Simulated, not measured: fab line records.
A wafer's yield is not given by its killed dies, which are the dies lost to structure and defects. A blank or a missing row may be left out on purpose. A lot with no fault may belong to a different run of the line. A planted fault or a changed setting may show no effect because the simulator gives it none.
Which tool was responsible? | flow berkeley_cmos170 | 36 wafers sampled from 12 lots at 1 step of a route of 331

## WHAT THE GAUGES SHOWED, per wafer
UCB170_PWELL_TW_MEAS_17.
lot  | measured    | on            | PWELL_TW
L075 | day 3 08:51 | film_metro-04 | 380.0 380.7 378.7
L077 | day 3 09:14 | film_metro-04 | 380.2 382.1 379.1
L079 | day 4 06:28 | film_metro-04 | 377.6 379.1 378.7
L081 | day 4 13:11 | film_metro-03 | 382.3 385.1 383.4
L082 | day 4 13:23 | film_metro-01 | 376.0 377.0 377.4
L085 | day 5 08:13 | film_metro-04 | 380.6 379.7 380.3
L088 | day 5 17:02 | film_metro-01 | 379.9 380.1 379.2
L089 | day 5 22:37 | film_metro-04 | 379.8 380.9 376.3
L091 | day 6 18:17 | film_metro-03 | 382.7 383.0 383.3
L092 | day 7 03:43 | film_metro-04 | 378.6 380.0 380.3
L094 | day 7 16:13 | film_metro-03 | 383.2 382.7 383.1
L097 | day 8 01:33 | film_metro-03 | 380.5 381.3 379.3

## EACH LOT AND THE TOOL THAT RAN IT (in order: tool; ch and the chambers of the sampled wafers; start)
Before these readings, the record contains no process step.

## THE ANSWER, worked out from the rows above alone
Rule: usual is defined by the lots themselves. The widest of any qualifying gaps counts: lots, ordered by their means at a reading, are off when they make up no more than a third of the lots, leave a main group of 4 or more, and stand apart from it by 3 or more times the standard deviation of that group's means. A main group whose means are all the same, to the digits that the tables above print for the reading, isn't used. Also off: a lot with no number at a reading for which 4 or more lots have one. The other lots that the step has rows for count as sound.
Nothing can be told from this: no lot is off at any reading shown.

## WHAT THE SIMULATOR HAD INSERTED
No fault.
